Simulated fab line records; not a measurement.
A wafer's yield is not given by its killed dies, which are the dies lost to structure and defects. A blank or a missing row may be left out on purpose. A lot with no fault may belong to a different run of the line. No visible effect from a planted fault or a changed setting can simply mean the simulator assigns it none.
The same fault as seen by 2 desks ; flow berkeleyCmos170 ; what lay behind the numbers comes last; until then each desk has only its own

## METROLOGY DESK
Lot by lot, what the gauges showed, no matter which tool ran the lot: averages of those sampled wafers that carry a number. The brackets show how far a lot's mean lies from the usual mean; more than 4 standard deviations puts the lot out of limits, marked OUT.
Columns: A = ACTIVE_NITRIDE_THK at UCB170_ACTIVE_THK_MEAS_06, usual 220.4 nm; B = PFIELD_TW at UCB170_PFIELD_TW_MEAS_09, usual 600; C = NLDD_OVL at UCB170_NLDD_OVL_MEAS_07, usual 1 nm
lot;first seen here;A;B;C
L518;day 4 18:53;220.5;607;2
L517;day 4 23:50;220.7;592;11
L519;day 5 09:33;221.2;594;-1
L522;day 5 19:25;221.9;595;2
L521;day 5 19:26;220.0;611;3
L523;day 5 19:31;221.1;593;-4
L524;day 6 05:45;222.4;611;1
L525;day 6 17:23;221.2;600;-3
L526;day 6 17:25;222.1;600;2
L528;day 7 04:17;219.7;601;6
L530;day 7 11:49;296.3 (+47) OUT;-;-
L529;day 7 11:50;297.2 (+48) OUT;-;-
L531;day 7 22:11;297.9 (+48) OUT;-;-
L532;day 8 09:34;223.3;590;2
L533;day 9 01:47;217.9;609;-4
This desk's finding: out of limits on L529, L530, L531; first on L530, day 7 11:49 (ACTIVE_NITRIDE_THK at UCB170_ACTIVE_THK_MEAS_06). L518, L517, L519, L522, L521, L523, L524, L525, L526, L528, L532, L533: within limits.

## FOR THE TOOL OWNER'S DESK: lpcvd-01
The tool's own readings at UCB170_ACTIVE_CVD_05 (deposits Si3N4 from SiH2Cl2/NH3, target thk 220 nm, time 3300 s): means of the sampled wafers that have a number, for each lot that ran on this tool. The brackets show how far a lot's mean lies from the usual mean; more than 4 standard deviations puts the lot out of limits, marked OUT.
Columns: A = spikeTcLoadC at UCB170_ACTIVE_CVD_05, usual 823 C
lot;first seen here;A
L518;day 4 16:58;831
L524;day 6 02:52;820
L525;day 6 15:29;830
L526;day 6 15:29;830
L528;day 7 02:20;820
L529;day 7 09:53;820
L530;day 7 09:53;819
L531;day 7 20:16;821
Result from this desk: across the 8 lots, nothing is out of limits.

## ALL TOGETHER
The metrology desk could have raised an alarm at day 7 11:49, on L529, L530, L531.
The desk of the tool owner found nothing out of limits.
The tool owner's desk has L529, L530, L531 on record, within its limits.
Every lot named ran UCB170_ACTIVE_CVD_05 on lpcvd-01.

## WHAT THE SIMULATOR PUT IN
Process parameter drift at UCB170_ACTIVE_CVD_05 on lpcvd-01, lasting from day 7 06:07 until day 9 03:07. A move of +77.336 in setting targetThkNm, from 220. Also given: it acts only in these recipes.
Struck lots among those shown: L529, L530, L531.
Hours from the fault's start to each desk's first reading out of limits: the metrology desk, 6.
